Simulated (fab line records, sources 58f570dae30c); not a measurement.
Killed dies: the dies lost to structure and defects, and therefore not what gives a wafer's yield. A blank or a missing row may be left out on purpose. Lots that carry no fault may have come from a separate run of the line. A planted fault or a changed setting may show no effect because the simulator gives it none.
fab line records    flow berkeley_cmos170
record lots=14  wafers=42  last_day=13
route steps=331 shown ACTIVE@66 PFIELD@87 NLDD@167 PSD@181
lots with no fault: from the same line, run without faults
start_h: start of the lot's first displayed wafer, in hours after the record's first day    wait_h: hours elapsed since this lot's preceding step    " the same as in the row above    L1.1+2: a row that stands for several wafers    - value missing, or start not given    * or withheld: withheld    < > ~ a bound
route shown NAME@n: names a module that has steps shown in the file, with the first one's number in the route    usual: mean/standard deviation taken from wafers without a fault    same: alike in all rows    chamber/n: place in a boat    sites: readings site by site    _std_site: how widely they spread, as a standard deviation    _edge_site: mean of outer sites minus mean of inner sites    radius_mm: for every site, how far away it sits from the centre of the wafer    mask NAME#n: copy n    behind: the last tool/chamber to shape the wafer    hold: what put the lot on hold/how long, in hours/how the hold closed    device: whichever transistor did not switch (one of n, p or np)    end of line: the tests these same wafers got at the end of their route    a step with no rows: only its recipe    killed: dies that structure and defects cost at the first sort, which is not the same as the wafer's yield    map: the dies of a wafer, with x for killed, . for not killed, _ for no die there
set.NAME: the setting that was run; set.NAME@STEP: the one run at that earlier step    model.NAME: the simulator's own value behind a step, which no gauge read
a sample of lots followed through the steps of the route, with each step as a table and each wafer as a row
services: when a tool's chamber went out of use (start_h, in hours from the record's first day, below 0 if earlier), for how many hours, and the reason
## steps
# step UCB170_ACTIVE_THK_MEAS_06
# recipe reads=Si3N4_of_ACTIVE_CVD_05
# usual ACTIVE_NITRIDE_THK=219.7/1.5
lot.wafer  tool           chamber  start_h  wait_h  ACTIVE_NITRIDE_THK[nm]
L187.1     film_metro-04  -        93.15    0.0     222.7
L187.3     "              -        "        "       220.1
L187.5     "              -        "        "       219.7
L188.1     film_metro-04  -        103.94   0.0     219.3
L188.4     "              -        "        "       219.8
L188.5     "              -        "        "       219.6
L190.2     film_metro-02  -        104.01   0.1     220.6
L190.4     "              -        "        "       220.8
L190.6     "              -        "        "       224.1
L192.2     film_metro-04  -        116.11   0.0     217.3
L192.4     "              -        "        "       218.9
L192.6     "              -        "        "       218.4
L191.2     film_metro-02  -        116.13   0.0     220.2
L191.3     "              -        "        "       219.6
L191.6     "              -        "        "       217.4
L193.3     film_metro-04  -        129.85   0.0     220.2
L193.4     "              -        "        "       219.4
L193.5     "              -        "        "       219.9
L198.3     film_metro-01  -        149.07   0.0     219.6
L198.5     "              -        "        "       219.3
L198.6     "              -        "        "       221.2
L203.2     film_metro-04  -        159.60   0.0     221.7
L203.3     "              -        "        "       222.5
L203.4     "              -        "        "       221.0
L204.1     film_metro-01  -        176.53   0.0     217.3
L204.4     "              -        "        "       218.0
L204.5     "              -        "        "       217.9
L205.2     film_metro-04  -        176.54   0.0     219.8
L205.4     "              -        "        "       220.8
L205.6     "              -        "        "       219.9
L208.1     film_metro-01  -        187.16   0.0     218.7
L208.2     "              -        "        "       219.6
L208.3     "              -        "        "       219.1
L206.2     film_metro-02  -        187.17   0.0     218.9
L206.3     "              -        "        "       219.4
L206.5     "              -        "        "       219.2
L209.4     film_metro-02  -        199.24   0.0     219.4
L209.5     "              -        "        "       218.8
L209.6     "              -        "        "       217.4
L210.2     film_metro-04  -        199.26   0.0     223.1
L210.4     "              -        "        "       222.8
L210.6     "              -        "        "       220.9
# step UCB170_PFIELD_STRIP_08
# recipe chemistry=O2  power_w=400  pressure_mtorr=3500  platen_temp_c=withheld  o2_flow_sccm=400  overash_fraction=0.5
# usual drypump_motor_current_A=5.48/0.24  oes_product_au=0.734/0.0044  strip_time_to_endpoint_s=21.60/0.063
lot.wafer  tool             chamber  start_h  wait_h  drypump_motor_current_A  oes_product_au  rf_hours_counter_h  strip_time_to_endpoint_s
L187.1     plasma_asher-01  1        96.79    0.1     5.82                     0.744           41                  21.64
L187.3     "                0        "        "       5.06                     0.739           -                   21.64
L187.5     "                0        "        "       5.06                     0.739           -                   21.69
L188.1     plasma_asher-03  0        107.53   0.1     5.58                     0.732           27                  21.58
L188.4     "                0        "        "       5.59                     0.736           -                   21.55
L188.5     "                1        "        "       5.56                     0.729           -                   21.52
L190.2     plasma_asher-01  1        108.17   0.2     5.80                     0.732           42                  21.63
L190.4     "                1        "        "       5.85                     0.737           -                   21.58
L190.6     "                0        "        "       5.05                     0.744           -                   21.58
L192.2     plasma_asher-03  0        119.80   0.1     5.59                     0.728           28                  21.58
L192.4     "                0        "        "       5.59                     0.735           -                   21.58
L192.6     "                1        "        "       5.57                     0.737           -                   21.54
L191.2     plasma_asher-01  1        119.98   0.1     5.80                     0.730           44                  21.58
L191.3     "                0        "        "       5.05                     0.732           -                   21.64
L191.6     "                0        "        "       5.06                     0.730           -                   21.59
L193.3     plasma_asher-02  1        133.05   0.1     5.42                     0.738           -                   21.54
L193.4     "                0        "        "       5.36                     0.738           -                   21.52
L193.5     "                0        "        "       5.36                     0.735           -                   21.55
L198.3     plasma_asher-01  1        153.83   0.1     5.80                     0.730           -                   21.70
L198.5     "                0        "        "       5.03                     0.733           -                   21.65
L198.6     "                1        "        "       5.84                     0.728           -                   21.68
L203.2     plasma_asher-01  1        163.08   0.1     5.81                     0.730           49                  21.45
L203.3     "                0        "        "       5.05                     0.742           -                   21.47
L203.4     "                1        "        "       5.82                     0.734           -                   21.53
L205.2     plasma_asher-01  0        179.51   0.1     5.05                     0.726           50                  21.57
L205.4     "                1        "        "       5.79                     0.732           -                   21.58
L205.6     "                0        "        "       5.06                     0.735           -                   21.60
L204.1     plasma_asher-02  0        180.68   0.1     5.34                     0.739           6                   21.65
L204.4     "                1        "        "       5.40                     0.736           -                   21.66
L204.5     "                0        "        "       5.33                     0.737           -                   21.60
L206.2     plasma_asher-02  0        190.18   0.1     5.35                     0.729           7                   21.51
L206.3     "                0        "        "       5.36                     0.736           -                   21.57
L206.5     "                0        "        "       5.37                     0.743           -                   21.57
L208.1     plasma_asher-03  1        190.42   0.1     5.59                     0.730           36                  21.59
L208.2     "                0        "        "       5.60                     0.730           36                  21.56
L208.3     "                1        "        "       5.59                     0.736           -                   21.53
L209.4     plasma_asher-02  1        205.05   0.1     5.42                     0.735           -                   21.61
L209.5     "                0        "        "       5.34                     0.732           -                   21.67
L209.6     "                1        "        "       5.40                     0.739           -                   21.55
L210.2     plasma_asher-03  1        205.14   0.1     5.62                     0.745           38                  21.65
L210.4     "                0        "        "       5.60                     0.731           -                   21.56
L210.6     "                1        "        "       5.62                     0.731           -                   21.65
# step UCB170_NLDD_IMPLANT_09
# recipe species=As  dose_cm2=5e+13  energy_kev=30  tilt_deg=7  rotation_deg=180
# usual beam_energy_keV=30.000/0.0091
lot.wafer  tool          chamber  start_h  wait_h  beam_energy_keV
L187.1     implanter-04  0        157.41   0.1     29.994
L187.3     "             0        "        "       29.976
L187.5     "             0        "        "       30.012
L188.1     implanter-03  0        167.48   0.1     29.998
L188.4     "             0        "        "       30.011
L188.5     "             0        "        "       30.011
L190.2     implanter-04  0        167.78   0.1     29.987
L190.4     "             0        "        "       29.999
L190.6     "             0        "        "       29.999
L191.2     implanter-04  0        183.86   0.1     30.006
L191.3     "             0        "        "       29.997
L191.6     "             0        "        "       30.005
L193.3     implanter-03  0        184.16   0.1     30.001
L193.4     "             0        "        "       30.003
L193.5     "             0        "        "       30.006
L192.2     implanter-04  0        184.41   0.1     40.489
L192.4     "             0        "        "       40.485
L192.6     "             0        "        "       40.503
L198.3     implanter-04  0        205.82   0.1     40.522
L198.5     "             0        "        "       40.513
L198.6     "             0        "        "       40.513
L203.2     implanter-03  0        227.77   0.1     30.004
L203.3     "             0        "        "       30.005
L203.4     "             0        "        "       30.001
L205.2     implanter-03  0        237.94   0.1     29.989
L205.4     "             0        "        "       29.984
L205.6     "             0        "        "       29.997
L204.1     implanter-02  0        238.36   0.1     29.999
L204.4     "             0        "        "       29.997
L204.5     "             0        "        "       30.001
L208.1     implanter-03  0        254.06   0.1     30.000
L208.2     "             0        "        "       29.993
L208.3     "             0        "        "       29.989
L206.2     implanter-02  0        254.89   0.1     29.993
L206.3     "             0        "        "       30.010
L206.5     "             0        "        "       30.008
L209.4     implanter-02  0        265.72   0.1     30.012
L209.5     "             0        "        "       30.009
L209.6     "             0        "        "       30.024
L210.2     implanter-03  0        265.91   0.1     29.991
L210.4     "             0        "        "       29.999
L210.6     "             0        "        "       29.996
# step UCB170_NLDD_TW_MEAS_11
# usual NLDD_TW=2206/20
lot.wafer  tool           chamber  start_h  wait_h  NLDD_TW
L187.1     film_metro-04  -        157.66   0.1     2193
L187.3     "              -        "        "       2198
L187.5     "              -        "        "       2185
L188.1     film_metro-02  -        167.73   0.1     2228
L188.4     "              -        "        "       2223
L188.5     "              -        "        "       2233
L190.2     film_metro-02  -        168.02   0.1     2237
L190.4     "              -        "        "       2242
L190.6     "              -        "        "       2228
L191.2     film_metro-01  -        184.09   0.1     2221
L191.3     "              -        "        "       2217
L191.6     "              -        "        "       2226
L193.3     film_metro-04  -        184.38   0.1     2202
L193.4     "              -        "        "       2182
L193.5     "              -        "        "       2200
L192.2     film_metro-04  -        184.64   0.1     2319
L192.4     "              -        "        "       2313
L192.6     "              -        "        "       2320
L198.3     film_metro-01  -        206.04   0.1     2338
L198.5     "              -        "        "       2319
L198.6     "              -        "        "       2323
L203.2     film_metro-04  -        228.03   0.1     2199
L203.3     "              -        "        "       2192
L203.4     "              -        "        "       2194
L205.2     film_metro-04  -        238.17   0.1     2173
L205.4     "              -        "        "       2189
L205.6     "              -        "        "       2185
L204.1     film_metro-02  -        238.61   0.1     2225
L204.4     "              -        "        "       2228
L204.5     "              -        "        "       2228
L208.1     film_metro-04  -        254.31   0.1     2181
L208.2     "              -        "        "       2184
L208.3     "              -        "        "       2188
L206.2     film_metro-02  -        255.13   0.1     2212
L206.3     "              -        "        "       2224
L206.5     "              -        "        "       2217
L209.4     film_metro-02  -        265.92   0.1     2227
L209.5     "              -        "        "       2228
L209.6     "              -        "        "       2226
L210.2     film_metro-01  -        266.14   0.1     2218
L210.4     "              -        "        "       2212
L210.6     "              -        "        "       2231
# step UCB170_PSD_CD_MEAS_06
# recipe target_cd_nm=1200
# usual cd_nm=1200.2/1.6
lot.wafer  tool       chamber  start_h  wait_h  cd_nm
L187.1     cd_sem-02  -        163.94   -       1202.3
L187.3     "          -        "        "       1201.5
L187.5     "          -        "        "       1200.5
L188.1     cd_sem-01  -        175.09   -       1200.4
L188.4     "          -        "        "       1200.5
L188.5     "          -        "        "       1199.0
L190.2     cd_sem-01  -        175.38   -       1198.3
L190.4     "          -        "        "       1198.1
L190.6     "          -        "        "       1199.3
L191.2     cd_sem-01  -        190.97   -       1199.4
L191.3     "          -        "        "       1198.1
L191.6     "          -        "        "       1200.0
L193.3     cd_sem-02  -        191.23   -       1199.0
L193.4     "          -        "        "       1200.7
L193.5     "          -        "        "       1200.7
L192.2     cd_sem-01  -        191.45   -       1200.9
L192.4     "          -        "        "       1202.0
L192.6     "          -        "        "       1199.7
L198.3     cd_sem-01  -        213.99   -       1200.0
L198.5     "          -        "        "       1199.5
L198.6     "          -        "        "       1200.0
L203.2     cd_sem-01  -        233.05   -       1199.6
L203.3     "          -        "        "       1198.9
L203.4     "          -        "        "       1198.3
L205.2     cd_sem-02  -        250.44   -       1202.1
L205.4     "          -        "        "       1203.8
L205.6     "          -        "        "       1203.1
L204.1     cd_sem-02  -        250.70   -       1202.5
L204.4     "          -        "        "       1200.9
L204.5     "          -        "        "       1200.2
L206.2     cd_sem-01  -        260.60   -       1202.0
L206.3     "          -        "        "       1202.2
L206.5     "          -        "        "       1202.4
L208.1     cd_sem-02  -        260.89   -       1200.6
L208.2     "          -        "        "       1199.0
L208.3     "          -        "        "       1198.7
L209.4     cd_sem-01  -        275.12   -       1200.0
L209.5     "          -        "        "       1199.7
L209.6     "          -        "        "       1200.0
L210.2     cd_sem-02  -        275.12   -       1199.8
L210.4     "          -        "        "       1198.7
L210.6     "          -        "        "       1197.4
# step UCB170_SDANNEAL_RS_MEAS_05
# recipe thk_meas_gauge=four-point-probe
# usual NLDD_RS=616.0/1.9
lot.wafer  tool           chamber  start_h  wait_h  NLDD_RS[ohm/sq]
L187.1     film_metro-04  -        168.00   0.1     613.8
L187.3     "              -        "        "       614.7
L187.5     "              -        "        "       616.1
L190.2     film_metro-04  -        181.00   0.1     618.3
L190.4     "              -        "        "       617.1
L190.6     "              -        "        "       616.9
L188.1     film_metro-01  -        181.05   0.1     614.0
L188.4     "              -        "        "       614.3
L188.5     "              -        "        "       614.4
L191.2     film_metro-04  -        196.32   0.1     615.9
L191.3     "              -        "        "       615.8
L191.6     "              -        "        "       613.6
L193.3     film_metro-02  -        196.55   0.1     619.8
L193.4     "              -        "        "       618.3
L193.5     "              -        "        "       620.4
L192.2     film_metro-01  -        198.62   0.1     574.4
L192.4     "              -        "        "       575.7
L192.6     "              -        "        "       574.4
L198.3     film_metro-04  -        219.30   0.1     578.2
L198.5     "              -        "        "       578.5
L198.6     "              -        "        "       579.5
L203.2     film_metro-02  -        239.37   0.1     618.4
L203.3     "              -        "        "       618.5
L203.4     "              -        "        "       616.5
L205.2     film_metro-02  -        254.89   0.1     617.3
L205.4     "              -        "        "       618.6
L205.6     "              -        "        "       618.6
L204.1     film_metro-04  -        255.40   0.1     612.4
L204.4     "              -        "        "       613.7
L204.5     "              -        "        "       613.8
L206.2     film_metro-02  -        264.90   0.1     616.1
L206.3     "              -        "        "       616.4
L206.5     "              -        "        "       617.7
L208.1     film_metro-01  -        265.26   0.1     614.7
L208.2     "              -        "        "       615.5
L208.3     "              -        "        "       613.5
L209.4     film_metro-01  -        278.80   0.1     616.5
L209.5     "              -        "        "       616.3
L209.6     "              -        "        "       617.8
L210.2     film_metro-01  -        282.45   0.1     616.3
L210.4     "              -        "        "       614.9
L210.6     "              -        "        "       616.3
## services
tool             chamber  start_h  hours  kind
plasma_asher-02  -        108.75   9.0    pm
plasma_asher-02  0        108.75   9.0    vent_cycle
plasma_asher-02  1        108.75   9.0    vent_cycle
implanter-03     -        109.16   3.4    pm
implanter-04     -        115.35   9.5    repair
plasma_asher-02  0        117.75   -      clean
plasma_asher-02  1        117.75   -      clean
implanter-04     -        119.21   0.6    repair
plasma_asher-02  -        146.01   0.4    repair
plasma_asher-02  -        148.74   1.1    repair
implanter-04     -        172.37   9.8    pm
plasma_asher-03  -        214.98   1.8    repair
plasma_asher-02  -        230.89   9.0    repair
implanter-02     -        246.05   5.2    pm
implanter-04     -        247.67   1.9    repair
## key
first_sign step=UCB170_NLDD_IMPLANT_09  reading=beam_energy_keV  direction=up  sigmas=99+  usual=30.000  struck=40.504
effect step=UCB170_NLDD_TW_MEAS_11  reading=NLDD_TW  direction=up  sigmas=5.9  usual=2206  struck=2322
effect step=UCB170_SDANNEAL_RS_MEAS_05  reading=NLDD_RS  direction=down  sigmas=20  usual=616.0  struck=576.8
met_at UCB170_NLDD_IMPLANT_09
struck_lots L192,L198
tester_left_out L192,L198
not_acting_at UCB170_ACTIVE_THK_MEAS_06,UCB170_PFIELD_STRIP_08,UCB170_PSD_CD_MEAS_06
onset_between 183.86 184.41
fault kind=process_parameter_drift  tool=implanter-04  chamber=-  onset_h=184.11  steps=UCB170_NLDD_IMPLANT_09  channel=energy_kev  offset=10.5  shape=step  end_h=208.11  acts_in=these_recipes_only  stated=30
# tester_left_out: of these lots the tester's yield and bins aren't shown, on N5 and GAA mostly nor the transistor test; their killed dies are dies lost to structure and defects alone, not to doping, threshold or leakage, so they don't give the yield
